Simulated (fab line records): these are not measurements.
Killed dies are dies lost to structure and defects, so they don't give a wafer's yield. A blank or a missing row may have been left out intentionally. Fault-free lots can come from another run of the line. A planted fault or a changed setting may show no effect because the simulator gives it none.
2 desks looking at one fault + flow berkeley-cmos170 + every desk sees just its own numbers, and what lay behind them comes last

FROM THE METROLOGY DESK
Means of the sampled wafers that have a number, per lot and without regard to the tool the lot ran on: this is what the gauges read. The brackets show how far a lot's mean lies from the usual mean; more than 4 standard deviations puts the lot out of limits, marked OUT.
Columns: A = ACTIVE_OXIDE_THK at UCB170_ACTIVE_THK_MEAS_03, usual 26.3 nm; B = SPACER_TEOS_THK at UCB170_SPACER_THK_MEAS_01, usual 378 nm; C = NSD_RS at UCB170_SDANNEAL_RS_MEAS_03, usual 37.45 ohm/sq
| lot  | first seen here | A    | B             | C     |
|------|-----------------|------|---------------|-------|
| L706 | day 4 05:05     | 25.7 | 380           | 37.38 |
| L709 | day 4 23:02     | 26.6 | 382           | 37.37 |
| L710 | day 4 23:07     | 26.7 | 376           | 37.44 |
| L711 | day 5 14:56     | 26.0 | 380           | 37.48 |
| L712 | day 6 02:17     | 26.4 | 380           | 37.43 |
| L713 | day 6 02:17     | 26.1 | 379           | 37.40 |
| L714 | day 6 02:17     | 26.3 | 375           | 37.61 |
| L715 | day 6 19:52     | 26.9 | 374           | 37.54 |
| L717 | day 6 19:52     | 27.5 | 377           | 37.41 |
| L720 | day 7 08:26     | 26.8 | 373           | 37.43 |
| L719 | day 7 08:27     | 26.1 | 378           | 37.61 |
| L726 | day 8 13:20     | 25.5 | 457 (+14) OUT | -     |
| L728 | day 9 03:39     | 26.3 | 453 (+14) OUT | -     |
| L727 | day 9 03:41     | 26.8 | 377           | 37.39 |
This desk reports L726, L728 out of limits; the earliest was L726 at day 11 13:28 (SPACER_TEOS_THK at UCB170_SPACER_THK_MEAS_01). In limits: L706, L709, L710, L711, L712, L713, L714, L715, L717, L720, L719, L727.

FOR THE TOOL OWNER'S DESK: pecvd-03
The tool's own readings at UCB170_SPACER_CVD_00 (deposits SiO2 from TEOS/O2, target thk 376 nm, time 47 s): means of the sampled wafers that have a number, for each lot that ran on this tool. The brackets show how far a lot's mean lies from the usual mean; more than 4 standard deviations puts the lot out of limits, marked OUT.
Columns: A = heater-power-w at UCB170_SPACER_CVD_00, usual 282 W
| lot  | first seen here | A   |
|------|-----------------|-----|
| L706 | day 7 02:20     | 326 |
| L710 | day 7 18:26     | 226 |
| L714 | day 8 22:34     | 378 |
| L715 | day 9 14:23     | 355 |
| L720 | day 10 07:49    | 376 |
| L726 | day 11 13:25    | 338 |
| L728 | day 12 04:17    | 256 |
This desk's verdict: no lot among the 7 shows anything out of limits.

PUT TOGETHER
L726, L728 would have let the metrology desk raise an alarm at day 11 13:28.
The tool owner's desk saw nothing out of limits.
Tool owner's desk: L726, L728 on record, inside its limits.
On pecvd-03, each named lot ran UCB170_SPACER_CVD_00.

WHAT THE SIMULATOR HAD INSERTED
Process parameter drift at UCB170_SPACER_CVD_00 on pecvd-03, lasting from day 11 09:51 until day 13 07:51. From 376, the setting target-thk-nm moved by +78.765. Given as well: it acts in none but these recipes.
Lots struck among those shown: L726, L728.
Time in hours between the start of the fault and the first out-of-limits reading at each desk: metrology desk, 4.
